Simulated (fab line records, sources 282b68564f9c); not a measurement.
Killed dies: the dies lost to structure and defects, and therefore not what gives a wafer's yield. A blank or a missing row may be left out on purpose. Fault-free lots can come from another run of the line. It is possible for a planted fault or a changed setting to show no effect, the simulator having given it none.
fab line records / flow rit_cmos
record lots=6 wafers=18 last_day=5
route steps=202 shown FOX1@21 FOX2@23 NWELL@28 M1@202
lots that met no fault: from a run of the same line without faults
start_h: the number of hours between the record's first day and the start of the first shown wafer of the lot / wait_h: time in hours since the lot's previous step / " repeats the value in the row above / L1.1+2: several wafers, shown together as one row / - no value, or no start was given / * or withheld: withheld / < > ~ a bound
route shown NAME@n: a module of which the file shows steps, and the number in the route of the first / usual: the fault-free wafers' mean and standard deviation / same: alike in all rows / chamber/n: place in a boat / sites: readings site by site / _std_site: standard deviation across them / _edge_site: inner sites' mean taken away from outer sites' mean / radius_mm: for every site, how far away it sits from the centre of the wafer / mask NAME#n: copy n / behind: the last tool/chamber to shape the wafer / hold: cause of the lot's hold/its duration in hours/its outcome / device: whichever transistor did not switch (one of n, p or np) / end of line: the route-end tests of the same wafers / a step without rows: its recipe alone / killed: at the first sort, the dies lost to defects and structure; wafer yield is something else / map: the dies of a wafer, with x for killed, . for not killed, _ for no die there
set.NAME: the run value of the setting; set.NAME@STEP: its run value at that earlier step / model.NAME: the simulator's own value behind a step, which no gauge read
lots at some steps of the route; a table a step, a row a wafer
## steps
# step RIT_FOX1_THK_MEAS_01
# recipe reads=SiO2_of_FOX1_OXIDATION_00
# usual FOX1_OXIDE_THK=351/6.4
lot.wafer=L373.1 tool=film_metro-03 chamber=- start_h=18.45 wait_h=0.0 FOX1_OXIDE_THK[nm]=364
lot.wafer=L373.3 tool=film_metro-03 chamber=- start_h=18.45 wait_h=0.0 FOX1_OXIDE_THK[nm]=365
lot.wafer=L373.4 tool=film_metro-03 chamber=- start_h=18.45 wait_h=0.0 FOX1_OXIDE_THK[nm]=364
lot.wafer=L374.2 tool=film_metro-02 chamber=- start_h=26.11 wait_h=0.0 FOX1_OXIDE_THK[nm]=342
lot.wafer=L374.3 tool=film_metro-02 chamber=- start_h=26.11 wait_h=0.0 FOX1_OXIDE_THK[nm]=341
lot.wafer=L374.5 tool=film_metro-02 chamber=- start_h=26.11 wait_h=0.0 FOX1_OXIDE_THK[nm]=345
lot.wafer=L380.2 tool=film_metro-02 chamber=- start_h=53.54 wait_h=0.0 FOX1_OXIDE_THK[nm]=345
lot.wafer=L380.3 tool=film_metro-02 chamber=- start_h=53.54 wait_h=0.0 FOX1_OXIDE_THK[nm]=349
lot.wafer=L380.5 tool=film_metro-02 chamber=- start_h=53.54 wait_h=0.0 FOX1_OXIDE_THK[nm]=347
lot.wafer=L382.3 tool=film_metro-02 chamber=- start_h=63.52 wait_h=0.0 FOX1_OXIDE_THK[nm]=350
lot.wafer=L382.5 tool=film_metro-02 chamber=- start_h=63.52 wait_h=0.0 FOX1_OXIDE_THK[nm]=357
lot.wafer=L382.6 tool=film_metro-02 chamber=- start_h=63.52 wait_h=0.0 FOX1_OXIDE_THK[nm]=346
lot.wafer=L384.3 tool=film_metro-04 chamber=- start_h=73.29 wait_h=0.0 FOX1_OXIDE_THK[nm]=350
lot.wafer=L384.4 tool=film_metro-04 chamber=- start_h=73.29 wait_h=0.0 FOX1_OXIDE_THK[nm]=344
lot.wafer=L384.5 tool=film_metro-04 chamber=- start_h=73.29 wait_h=0.0 FOX1_OXIDE_THK[nm]=349
lot.wafer=L385.1 tool=film_metro-04 chamber=- start_h=79.60 wait_h=0.0 FOX1_OXIDE_THK[nm]=350
lot.wafer=L385.3 tool=film_metro-04 chamber=- start_h=79.60 wait_h=0.0 FOX1_OXIDE_THK[nm]=359
lot.wafer=L385.6 tool=film_metro-04 chamber=- start_h=79.60 wait_h=0.0 FOX1_OXIDE_THK[nm]=356
# step RIT_FOX1_WET_ETCH_02
# recipe chemistry=BOE target_depth_nm=350 time_s=390 temp_c=21.5 dry=n2_spin dilution=10:1 target=SiO2
# step RIT_FOX2_OXIDATION_00
# recipe temp_c=1100 ambient=H2O target_thk_a=3507 p_h2o_torr=720 ox_time_s=1130
# step RIT_FOX2_THK_MEAS_01
# recipe reads=SiO2_of_FOX2_OXIDATION_00
# usual FOX2_OXIDE_THK=350/6.5
lot.wafer=L373.1 tool=film_metro-03 chamber=- start_h=19.95 wait_h=0.0 FOX2_OXIDE_THK[nm]=360
lot.wafer=L373.3 tool=film_metro-03 chamber=- start_h=19.95 wait_h=0.0 FOX2_OXIDE_THK[nm]=353
lot.wafer=L373.4 tool=film_metro-03 chamber=- start_h=19.95 wait_h=0.0 FOX2_OXIDE_THK[nm]=350
lot.wafer=L374.2 tool=film_metro-03 chamber=- start_h=28.77 wait_h=0.0 FOX2_OXIDE_THK[nm]=359
lot.wafer=L374.3 tool=film_metro-03 chamber=- start_h=28.77 wait_h=0.0 FOX2_OXIDE_THK[nm]=358
lot.wafer=L374.5 tool=film_metro-03 chamber=- start_h=28.77 wait_h=0.0 FOX2_OXIDE_THK[nm]=356
lot.wafer=L380.2 tool=film_metro-04 chamber=- start_h=55.03 wait_h=0.0 FOX2_OXIDE_THK[nm]=337
lot.wafer=L380.3 tool=film_metro-04 chamber=- start_h=55.03 wait_h=0.0 FOX2_OXIDE_THK[nm]=343
lot.wafer=L380.5 tool=film_metro-04 chamber=- start_h=55.03 wait_h=0.0 FOX2_OXIDE_THK[nm]=342
lot.wafer=L382.3 tool=film_metro-04 chamber=- start_h=65.01 wait_h=0.0 FOX2_OXIDE_THK[nm]=352
lot.wafer=L382.5 tool=film_metro-04 chamber=- start_h=65.01 wait_h=0.0 FOX2_OXIDE_THK[nm]=346
lot.wafer=L382.6 tool=film_metro-04 chamber=- start_h=65.01 wait_h=0.0 FOX2_OXIDE_THK[nm]=349
lot.wafer=L384.3 tool=film_metro-03 chamber=- start_h=75.24 wait_h=0.0 FOX2_OXIDE_THK[nm]=345
lot.wafer=L384.4 tool=film_metro-03 chamber=- start_h=75.24 wait_h=0.0 FOX2_OXIDE_THK[nm]=345
lot.wafer=L384.5 tool=film_metro-03 chamber=- start_h=75.24 wait_h=0.0 FOX2_OXIDE_THK[nm]=342
lot.wafer=L385.1 tool=film_metro-01 chamber=- start_h=81.74 wait_h=0.0 FOX2_OXIDE_THK[nm]=333
lot.wafer=L385.3 tool=film_metro-01 chamber=- start_h=81.74 wait_h=0.0 FOX2_OXIDE_THK[nm]=337
lot.wafer=L385.6 tool=film_metro-01 chamber=- start_h=81.74 wait_h=0.0 FOX2_OXIDE_THK[nm]=337
# step RIT_FOX2_CLEAN_02
# recipe chemistry=dHF dilution=50:1 time_s=180
# step RIT_FOX2_WET_ETCH_03
# recipe chemistry=H3PO4 target=Si3N4 target_depth_nm=195 temp_c=165 time_s=2700
# step RIT_FOX2_THK_MEAS_90
# recipe reads=SiO2_of_FOX2_OXIDATION_00
# usual FIELD_OXIDE_LEFT_1_THK=323/6.5
lot.wafer=L373.1 tool=film_metro-01 chamber=- start_h=20.83 wait_h=0.0 FIELD_OXIDE_LEFT_1_THK[nm]=332
lot.wafer=L373.3 tool=film_metro-01 chamber=- start_h=20.83 wait_h=0.0 FIELD_OXIDE_LEFT_1_THK[nm]=325
lot.wafer=L373.4 tool=film_metro-01 chamber=- start_h=20.83 wait_h=0.0 FIELD_OXIDE_LEFT_1_THK[nm]=323
lot.wafer=L374.2 tool=film_metro-03 chamber=- start_h=29.65 wait_h=0.0 FIELD_OXIDE_LEFT_1_THK[nm]=332
lot.wafer=L374.3 tool=film_metro-03 chamber=- start_h=29.65 wait_h=0.0 FIELD_OXIDE_LEFT_1_THK[nm]=331
lot.wafer=L374.5 tool=film_metro-03 chamber=- start_h=29.65 wait_h=0.0 FIELD_OXIDE_LEFT_1_THK[nm]=329
lot.wafer=L380.2 tool=film_metro-04 chamber=- start_h=56.06 wait_h=0.0 FIELD_OXIDE_LEFT_1_THK[nm]=309
lot.wafer=L380.3 tool=film_metro-04 chamber=- start_h=56.06 wait_h=0.0 FIELD_OXIDE_LEFT_1_THK[nm]=315
lot.wafer=L380.5 tool=film_metro-04 chamber=- start_h=56.06 wait_h=0.0 FIELD_OXIDE_LEFT_1_THK[nm]=315
lot.wafer=L382.3 tool=film_metro-01 chamber=- start_h=65.96 wait_h=0.0 FIELD_OXIDE_LEFT_1_THK[nm]=325
lot.wafer=L382.5 tool=film_metro-01 chamber=- start_h=65.96 wait_h=0.0 FIELD_OXIDE_LEFT_1_THK[nm]=318
lot.wafer=L382.6 tool=film_metro-01 chamber=- start_h=65.96 wait_h=0.0 FIELD_OXIDE_LEFT_1_THK[nm]=322
lot.wafer=L384.3 tool=film_metro-04 chamber=- start_h=76.19 wait_h=0.0 FIELD_OXIDE_LEFT_1_THK[nm]=318
lot.wafer=L384.4 tool=film_metro-04 chamber=- start_h=76.19 wait_h=0.0 FIELD_OXIDE_LEFT_1_THK[nm]=318
lot.wafer=L384.5 tool=film_metro-04 chamber=- start_h=76.19 wait_h=0.0 FIELD_OXIDE_LEFT_1_THK[nm]=315
lot.wafer=L385.1 tool=film_metro-04 chamber=- start_h=82.68 wait_h=0.0 FIELD_OXIDE_LEFT_1_THK[nm]=306
lot.wafer=L385.3 tool=film_metro-04 chamber=- start_h=82.68 wait_h=0.0 FIELD_OXIDE_LEFT_1_THK[nm]=310
lot.wafer=L385.6 tool=film_metro-04 chamber=- start_h=82.68 wait_h=0.0 FIELD_OXIDE_LEFT_1_THK[nm]=310
# step RIT_NWELL_HMDS_00
# recipe prime_time_s=60 prime_temp_c=140
# step RIT_NWELL_COAT_01
# recipe resist=NOVOLAK spin_rpm=2000 resist_thk_nm=1300
# step RIT_NWELL_SOFTBAKE_02
# recipe resist=NOVOLAK temp_c=90 time_s=60
# step RIT_NWELL_EXPOSE_03
# recipe mask_id=M2 na=0.57 target_cd_nm=43900 dose_mj=250
# step RIT_NWELL_PEB_04
# recipe resist=NOVOLAK temp_c=withheld time_s=withheld
# step RIT_NWELL_DEVELOP_05
# recipe resist=NOVOLAK develop_time_s=68 dev_temp_c=23
# usual developer_temp_C=22.99/0.09
lot.wafer=L373.1 tool=litho_track-04 chamber=0 start_h=21 wait_h=- developer_temp_C=22.87
lot.wafer=L373.3 tool=litho_track-04 chamber=0 start_h=21 wait_h=- developer_temp_C=23.20
lot.wafer=L373.4 tool=litho_track-04 chamber=0 start_h=21 wait_h=- developer_temp_C=23.11
lot.wafer=L374.2 tool=litho_track-04 chamber=0 start_h=30 wait_h=- developer_temp_C=23.02
lot.wafer=L374.3 tool=litho_track-04 chamber=0 start_h=30 wait_h=- developer_temp_C=22.95
lot.wafer=L374.5 tool=litho_track-04 chamber=0 start_h=30 wait_h=- developer_temp_C=22.93
lot.wafer=L380.2 tool=litho_track-04 chamber=0 start_h=56 wait_h=- developer_temp_C=22.00
lot.wafer=L380.3 tool=litho_track-04 chamber=0 start_h=57 wait_h=- developer_temp_C=21.96
lot.wafer=L380.5 tool=litho_track-04 chamber=0 start_h=57 wait_h=- developer_temp_C=22.10
lot.wafer=L382.3 tool=litho_track-03 chamber=0 start_h=66 wait_h=- developer_temp_C=22.91
lot.wafer=L382.5 tool=litho_track-03 chamber=0 start_h=66 wait_h=- developer_temp_C=22.96
lot.wafer=L382.6 tool=litho_track-03 chamber=0 start_h=66 wait_h=- developer_temp_C=22.93
lot.wafer=L384.3 tool=litho_track-04 chamber=0 start_h=77 wait_h=- developer_temp_C=22.17
lot.wafer=L384.4 tool=litho_track-04 chamber=0 start_h=77 wait_h=- developer_temp_C=22.13
lot.wafer=L384.5 tool=litho_track-04 chamber=0 start_h=77 wait_h=- developer_temp_C=22.01
lot.wafer=L385.1 tool=litho_track-02 chamber=0 start_h=83 wait_h=- developer_temp_C=22.99
lot.wafer=L385.3 tool=litho_track-02 chamber=0 start_h=83 wait_h=- developer_temp_C=22.95
lot.wafer=L385.6 tool=litho_track-02 chamber=0 start_h=83 wait_h=- developer_temp_C=23.17
# step RIT_NWELL_OVL_MEAS_06
# usual NWELL_OVL=0.7/1.5
lot.wafer=L373.1 tool=overlay-01 chamber=- start_h=21.77 wait_h=- NWELL_OVL[nm]=-0.2
lot.wafer=L373.3 tool=overlay-01 chamber=- start_h=21.77 wait_h=- NWELL_OVL[nm]=0.1
lot.wafer=L373.4 tool=overlay-01 chamber=- start_h=21.77 wait_h=- NWELL_OVL[nm]=-1.0
lot.wafer=L374.2 tool=overlay-01 chamber=- start_h=30.73 wait_h=- NWELL_OVL[nm]=2.0
lot.wafer=L374.3 tool=overlay-01 chamber=- start_h=30.73 wait_h=- NWELL_OVL[nm]=2.0
lot.wafer=L374.5 tool=overlay-01 chamber=- start_h=30.73 wait_h=- NWELL_OVL[nm]=3.5
lot.wafer=L380.2 tool=overlay-01 chamber=- start_h=57.12 wait_h=- NWELL_OVL[nm]=0.3
lot.wafer=L380.3 tool=overlay-01 chamber=- start_h=57.12 wait_h=- NWELL_OVL[nm]=0.0
lot.wafer=L380.5 tool=overlay-01 chamber=- start_h=57.12 wait_h=- NWELL_OVL[nm]=1.3
lot.wafer=L382.3 tool=overlay-01 chamber=- start_h=67.02 wait_h=- NWELL_OVL[nm]=-0.6
lot.wafer=L382.5 tool=overlay-01 chamber=- start_h=67.02 wait_h=- NWELL_OVL[nm]=0.8
lot.wafer=L382.6 tool=overlay-01 chamber=- start_h=67.02 wait_h=- NWELL_OVL[nm]=0.3
lot.wafer=L384.3 tool=overlay-02 chamber=- start_h=77.24 wait_h=- NWELL_OVL[nm]=-1.8
lot.wafer=L384.4 tool=overlay-02 chamber=- start_h=77.24 wait_h=- NWELL_OVL[nm]=-2.3
lot.wafer=L384.5 tool=overlay-02 chamber=- start_h=77.24 wait_h=- NWELL_OVL[nm]=-0.8
lot.wafer=L385.1 tool=overlay-01 chamber=- start_h=83.62 wait_h=- NWELL_OVL[nm]=0.9
lot.wafer=L385.3 tool=overlay-01 chamber=- start_h=83.62 wait_h=- NWELL_OVL[nm]=-0.2
lot.wafer=L385.6 tool=overlay-01 chamber=- start_h=83.62 wait_h=- NWELL_OVL[nm]=0.8
# step RIT_M1_PROBE_99
# usual killed_at_contacts=0.1/0.31 killed_at_front_end=6.3/2.7 killed_dies=6.4/2.7 killed_open=3.3/2 killed_short=3/1.8
# same gross_dies=264 killed_at_M0_to_M3=0 killed_at_M4_up=0 killed_at_back_side=0 killed_at_other=0
lot.wafer=L384.3 tool=prober-02 chamber=- start_h=117.50 wait_h=0.2 killed_at_contacts=0 killed_at_front_end=5 killed_dies=5 killed_open=2 killed_short=3
lot.wafer=L384.4 tool=prober-02 chamber=- start_h=117.55 wait_h=0.2 killed_at_contacts=0 killed_at_front_end=8 killed_dies=8 killed_open=4 killed_short=4
lot.wafer=L384.5 tool=prober-02 chamber=- start_h=117.60 wait_h=0.2 killed_at_contacts=0 killed_at_front_end=4 killed_dies=4 killed_open=4 killed_short=0
# killed by level:class
L384.3 GATE:geometric_particle:short=2 FOX1:geometric_particle:open=1 FOX2:geometric_particle:short=1 SPACER:geometric_particle:open=1
L384.4 GATE:geometric_particle:open=2 FOX1:geometric_particle:open=1 FOX1:geometric_particle:short=1 FOX2:geometric_particle:short=1 GATE:geometric_particle:short=1 REOX:geometric_particle:short=1 REOX:geometric_particle:open=1
L384.5 GATE:geometric_particle:open=3 SPACER:geometric_particle:open=1
## key
first_sign step=RIT_NWELL_DEVELOP_05 reading=developer_temp_C direction=down sigmas=10 usual=* struck=*
effect none on later readings
met_at RIT_NWELL_DEVELOP_05
struck_wafers L380.2,L380.3,L380.5,L384.3,L384.4,L384.5
tester_left_out L380,L384
onset_between 30 56
fault kind=process_parameter_drift tool=litho_track-04 chamber=- onset_h=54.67 steps=RIT_NWELL_DEVELOP_05 channel=dev_temp_c offset=* shape=step end_h=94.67 acts_in=* stated=*
# tester_left_out: of these lots the tester's yield and bins aren't shown, on N5 and GAA mostly nor the transistor test; their killed dies are dies lost to structure and defects alone, not to doping, threshold or leakage, so they don't give the yield
